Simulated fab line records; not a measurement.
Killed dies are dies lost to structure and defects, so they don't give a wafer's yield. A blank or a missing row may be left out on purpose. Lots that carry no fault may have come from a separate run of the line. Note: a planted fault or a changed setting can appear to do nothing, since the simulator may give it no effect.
What tool caused it?    flow berkeley cmos170    6 lots with 17 wafers sampled at 2 steps, on a route of 331 steps

## WHAT THE GAUGES READ, wafer by wafer
UCB170_PWELL_OVL_MEAS_13.
lot   measured     on          PWELL_OVL (nm)
L293  day 3 10:53  overlay-01  12 2 5
L295  day 3 14:58  overlay-01  -3 5 1
L297  day 4 00:21  overlay-02  0 1 -2
L299  day 4 18:10  overlay-02  -6 -5 0
L301  day 4 23:43  overlay-02  0 6 2
L306  day 6 03:10  overlay-01  -8 -8

## WHICH TOOL RAN EACH LOT (tool, then ch and the chambers of the sampled wafers, then the start)
lot   UCB170_ZERO_ETCH_06
L293  rie diel-01 ch 1,3, day 2 07:56
L295  rie diel-03 ch 0,2,3, day 2 13:34
L297  rie diel-01 ch 1,2,3, day 2 22:56
L299  rie diel-01 ch 0,3, day 3 10:56
L301  rie diel-03 ch 1,2, day 3 23:07
L306  rie diel-02 ch 2,3, day 4 19:42
- UCB170_ZERO_ETCH_06: etches SiO2 in CHF3/CF4/Ar, time 12 s.

## THE ANSWER, worked out from the rows above alone
Rule: the lots themselves supply what counts as usual. Put in order of their means at a reading, lots are off if they are a third of the lots or fewer, leave a main group of 4 or more, and stand apart from it by a gap of 3 or more times the standard deviation of the main group's means; of several such gaps the widest counts. A main group whose means are all the same, to the digits that the tables above print for the reading, isn't used. Also off: a lot with no number at a reading for which 4 or more lots have one. Any other lot the step has rows for is counted as sound.
None of the lots is off at any reading shown; this tells nothing.

## WHAT THE SIMULATOR HAD PUT IN
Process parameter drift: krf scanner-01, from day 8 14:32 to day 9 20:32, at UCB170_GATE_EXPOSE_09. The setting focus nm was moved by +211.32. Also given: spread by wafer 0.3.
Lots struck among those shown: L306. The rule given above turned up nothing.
